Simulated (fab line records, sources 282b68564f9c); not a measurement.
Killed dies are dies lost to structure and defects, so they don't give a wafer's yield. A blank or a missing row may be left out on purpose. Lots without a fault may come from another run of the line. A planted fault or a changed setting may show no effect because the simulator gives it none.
A struck lot beside a sound one | flow rit_cmos | 21 steps out of a route of 202
Sound: wafers L296.1, L296.4, L296.6. Struck: wafers L300.2, L300.5, L300.6. The cause comes at the end.
At each step with rows: each side's tool, then ch and its chambers, then its first start. Under that, the readings that differ: sound wafers | struck wafers | difference of the means | sigmas: that difference in standard deviations of wafers without a fault.
alike: readings whose means differ by less than 2 such deviations, and words and numbers that are the same on both sides. not compared: withheld readings, readings that some wafer has no value for, bounds like >300 that may hide the same value, and numbers for which the record gives no deviation and whose values overlap.
The two part at a step that has a row with sigmas, a row that says differs or no value, or rows on one side only. Numbers that don't overlap but have no deviation are shown without sigmas and don't part them. A reading that every wafer of one side lacks parts them only if that side has two wafers or more.

first, 3 steps without rows for these wafers: RIT_GATE_CLEAN_02 (cleans in dHF, time 30 s); RIT_GATE_CLEAN_03 (cleans in SC2, time 600 s); RIT_GATE_CLEAN_04 (cleans in dHF, time 60 s).
RIT_FOX2_THK_MEAS_91:
  sound on film_metro-04, day 3 00:17; struck on film_metro-04, day 3 20:02
  alike: FIELD_OXIDE_LEFT_2_THK
then, 2 steps without rows for these wafers: RIT_GATE_OXIDATION_05 (target thk 3 nm, ox time 270 s); RIT_GATE_ANNEAL_06 (time 600 s).
RIT_GATE_THK_MEAS_07:
  sound on film_metro-03, day 3 01:46; struck on film_metro-03, day 3 21:42
  alike: GATE_OXIDE_THK
then, 1 step without rows for these wafers: RIT_GATE_CVD_08 (deposits poly-Si from SiH4, target thk 250 nm, time 2220 s).
RIT_GATE_THK_MEAS_09:
  sound on film_metro-01, day 3 04:15; struck on film_metro-03, day 3 23:23
  alike: GATE_POLY_THK
then, 3 steps without rows for these wafers: RIT_GATE_HMDS_10 (prime time 60 s); RIT_GATE_COAT_11 (resist thk 850 nm); RIT_GATE_SOFTBAKE_12 (time 60 s).
RIT_GATE_EXPOSE_13: exposes mask M6, target cd 150 nm.
  sound on iline_stepper-01 ch 0, day 3 04:46; struck on iline_stepper-01 ch 0, day 3 23:54
  reading | sound          | struck                  | difference | sigmas
  mask    | M6#0 M6#0 M6#0 | M6_R1#0 M6_R1#0 M6_R1#0 | differs    |
  alike: exposure_dose_mJ_cm2
then, 2 steps without rows for these wafers: RIT_GATE_PEB_14; RIT_GATE_DEVELOP_15 (develop time 50 s).
RIT_GATE_CD_MEAS_16: target cd 150 nm.
  sound on cd_sem-02, day 3 05:10; struck on cd_sem-02, day 4 00:35
  reading    | sound             | struck            | difference | sigmas
  cd_nm (nm) | 153.0 151.5 153.7 | 141.3 140.4 139.7 | -12.3      | -6
  not compared: hold
RIT_GATE_OVL_MEAS_17:
  sound on overlay-02, day 3 05:17; struck on overlay-01, day 4 03:47
  reading | sound | struck                                                                     | difference                   | sigmas
  hold    | - - - | await_dispo/3.1h/release await_dispo/3.1h/release await_dispo/3.1h/release | no value on the sound wafers |
  alike: GATE_OVL
then, 1 step without rows for these wafers: RIT_GATE_HARDBAKE_18 (time 60 s).
RIT_GATE_ETCH_19: etches poly-Si in SF6/CHF3/O2, stops on SiO2, time 165 s, target depth 312.5 nm.
  sound on rie_si-01 ch 0,2, day 3 05:28; struck on rie_si-01 ch 0,1,3, day 4 04:19
  reading               | sound           | struck            | difference | sigmas
  model.GATE.cd_nm (nm) | 153 151.8 153.4 | 141.2 140.4 140.1 | -12.2      |
  alike: drypump_motor_current_A, oes_product_au, rf_fwd_power_W, throttle_valve_pct
  not compared: rf_hours_counter_h
RIT_GATE_STRIP_20: strips in O2, time 180 s.
  sound on plasma_asher-03 ch 0,1, day 3 05:34; struck on plasma_asher-01 ch 0,1, day 4 04:26
  alike: drypump_motor_current_A
  not compared: rf_hours_counter_h
RIT_M1_PROBE_99:
  the record has rows for the struck wafers here (prober-02, day 5 09:26) and none for the sound ones

WHERE THEY PART
First at RIT_GATE_EXPOSE_13; last, within this record, at RIT_M1_PROBE_99.

WHY: what the simulator had put in
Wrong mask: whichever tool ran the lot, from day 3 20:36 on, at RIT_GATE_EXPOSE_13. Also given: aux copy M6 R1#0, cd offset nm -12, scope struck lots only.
